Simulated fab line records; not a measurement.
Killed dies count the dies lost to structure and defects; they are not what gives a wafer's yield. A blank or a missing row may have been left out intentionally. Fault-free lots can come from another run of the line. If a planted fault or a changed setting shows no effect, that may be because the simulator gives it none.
A struck lot beside a sound one    flow ritCmos    15 steps out of a route of 202
Sound: these wafers, L739.2, L739.3, L739.6. The struck wafers were L753.2, L753.5, L753.6. At the end, the cause is stated.
For every step that has rows: the tool of each side, followed by ch and its chambers, followed by its first start. Under that, the readings that differ: sound wafers    struck wafers    difference of the means    sigmas: that difference in standard deviations of wafers without a fault.
alike: readings whose means differ by less than 2 such deviations, and words and numbers that are the same on both sides. not compared: withheld readings, readings that some wafer has no value for, bounds like >300 that may hide the same value, and numbers for which the record gives no deviation and whose values overlap.
The two part at a step that has a row with sigmas, a row that says differs or no value, or rows on one side only. When numbers do not overlap yet have no deviation, they are printed without sigmas and do not part them. A reading missing from all wafers of one side parts the sides only when that side holds two or more wafers.

first, 2 steps without rows for these wafers: RIT_NSD_PEB_04; RIT_NSD_DEVELOP_05 (develop time 50 s).
RIT_NSD_OVL_MEAS_06:
  struck on overlay-01, day 6 21:44; sound on overlay-01, day 3 23:50
reading       sound          struck        difference  sigmas
NSD_OVL (nm)  -3.0 -2.1 0.4  1.5 -0.4 2.2  +2.7        +2
then, 2 steps without rows for these wafers: RIT_NSD_HARDBAKE_07 (time 60 s); RIT_NSD_IMPLANT_08.
RIT_NSD_STRIP_09: strips in O2, time 180 s.
  sound on plasmaAsher-01 ch 0,1, day 4 00:10; struck on plasmaAsher-03 ch 0,1, day 6 22:04
  alike: chamberPressureMTorr, drypumpMotorCurrentA
  not compared: rfHoursCounterH
RIT_NSD_TW_MEAS_10:
  struck on filmMetro-04, day 6 22:15; sound on filmMetro-01, day 4 00:21
  alike: NSD_TW
then, 5 steps without rows for these wafers: RIT_PSD_HMDS_00 (prime time 60 s); RIT_PSD_COAT_01 (resist thk 1000 nm); RIT_PSD_SOFTBAKE_02 (time 60 s); RIT_PSD_EXPOSE_03 (exposes mask M10, target cd 40900 nm); RIT_PSD_PEB_04.
RIT_PSD_DEVELOP_05: develop time 50 s.
  sound on lithoTrack-04 ch 0, day 4 01:00; struck on lithoTrack-02 ch 0, day 6 23:00
reading             sound              struck             difference  sigmas
developerTempC (C)  23.07 23.02 23.01  22.06 22.18 22.13  -0.91       -9
  alike: chillPlateTempC
RIT_PSD_OVL_MEAS_06:
  struck on overlay-01, day 6 23:10; sound on overlay-02, day 4 01:23
reading       sound           struck        difference  sigmas
PSD_OVL (nm)  -3.0 -2.1 -3.8  0.5 -1.3 0.0  +2.7        +2
RIT_M1_PROBE_99:
  struck on prober-02, day 7 07:26; sound on prober-02, day 4 09:47
reading             sound  struck  difference  sigmas
killed_at_M0_to_M3  0 0 0  2 0 0   +1          +3
  alike: killedAtContacts, killedAtFrontEnd, killedDies, killedOpen, killedShort

== WHERE THEY PART ==
Last at RIT_M1_PROBE_99 as far as this record goes, first at RIT_NSD_OVL_MEAS_06.

WHY: what had been put in by the simulator
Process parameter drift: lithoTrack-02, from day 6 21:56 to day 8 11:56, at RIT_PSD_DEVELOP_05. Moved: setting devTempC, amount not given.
